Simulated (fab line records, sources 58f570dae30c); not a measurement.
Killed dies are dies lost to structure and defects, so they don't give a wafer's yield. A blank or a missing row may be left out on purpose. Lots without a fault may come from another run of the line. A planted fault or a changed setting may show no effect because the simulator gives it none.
One fault seen from 2 desks | flow berkeley_cmos170 | each desk has only its own numbers; what lay behind them comes last

THE TOOL OWNER'S DESK: lpcvd-01
The tool's own readings at UCB170_CONTACT_CVD_01 (deposits PSG from SiH4/O2/PH3, target thk 700 nm, time 2820 s): means of the sampled wafers that have a number, for each lot that ran on this tool. A lot is out of limits, marked OUT, if its mean lies more than 4 standard deviations from the usual mean; the brackets give that distance.
Columns: A = sih4_flow_sccm at UCB170_CONTACT_CVD_01, usual 60.03 sccm; B = spike_tc_load_C at UCB170_CONTACT_CVD_01, usual 468 C; C = zone_power_centre_pct at UCB170_CONTACT_CVD_01, usual 20.3 %
lot  | first seen here | A               | B   | C
L859 | day 8 18:08     | 59.84           | 476 | 21.6
L861 | day 9 12:09     | 59.82           | 475 | 21.5
L863 | day 9 22:29     | 72.21 (+68) OUT | 476 | 21.6
L866 | day 10 10:42    | 72.21 (+68) OUT | 476 | 21.5
L877 | day 13 09:25    | 59.89           | 467 | 18.2
L879 | day 13 12:05    | 60.28           | 474 | 21.7
This desk's finding: out of limits on L863, L866; first on L863, day 9 22:29 (sih4_flow_sccm at UCB170_CONTACT_CVD_01). In limits: L859, L861, L877, L879.

THE METROLOGY DESK
What the gauges read, lot by lot, whatever tool the lot ran on: means of the sampled wafers that have a number. A lot is out of limits, marked OUT, if its mean lies more than 4 standard deviations from the usual mean; the brackets give that distance.
Columns: A = NVT_OVL at UCB170_NVT_OVL_MEAS_06, usual -2 nm; B = CONTACT_PSG_THK at UCB170_CONTACT_THK_MEAS_02, usual 701 nm; C = cd_nm at UCB170_V2_CD_MEAS_90, usual 700.8 nm
lot  | first seen here | A   | B              | C
L857 | day 7 02:47     | -0  | 701            | 700.6
L858 | day 7 10:12     | -10 | 697            | 698.5
L859 | day 7 10:26     | -2  | 699            | 700.8
L862 | day 7 20:29     | 3   | 694            | 701.9
L860 | day 7 20:46     | 5   | 710            | 702.1
L861 | day 7 20:52     | 2   | 708            | 701.2
L864 | day 8 07:46     | -4  | 697            | 701.8
L863 | day 8 08:14     | 10  | 742 (+7.1) OUT | 700.0
L866 | day 8 18:38     | 3   | 749 (+8.3) OUT | 700.6
L869 | day 9 04:02     | -5  | 706            | 701.2
L876 | day 11 03:47    | -5  | 701            | 700.3
L877 | day 11 15:44    | -3  | 697            | 700.6
L878 | day 11 16:01    | -2  | 705            | 701.8
L879 | day 11 20:29    | -4  | 700            | 699.0
This desk's finding: out of limits on L863, L866; first on L863, day 10 00:17 (CONTACT_PSG_THK at UCB170_CONTACT_THK_MEAS_02). In limits: L857, L858, L859, L862, L860, L861, L864, L869, L876, L877, L878, L879.

PUT TOGETHER
The tool owner's desk could have raised an alarm at day 9 22:29, on L863, L866.
The metrology desk could have raised an alarm at day 10 00:17, on L863, L866.
Of the lots named, all ran UCB170_CONTACT_CVD_01 on lpcvd-01.

WHAT THE SIMULATOR HAD PUT IN
Process parameter drift: lpcvd-01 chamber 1, from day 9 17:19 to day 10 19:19, at UCB170_CONTACT_CVD_01. Setting sih4_flow_sccm, moved by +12, from 60. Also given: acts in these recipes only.
Lots struck among those shown: L863, L866.
Hours from the fault's start to each desk's first reading out of limits: the tool owner's desk, 5; the metrology desk, 7.
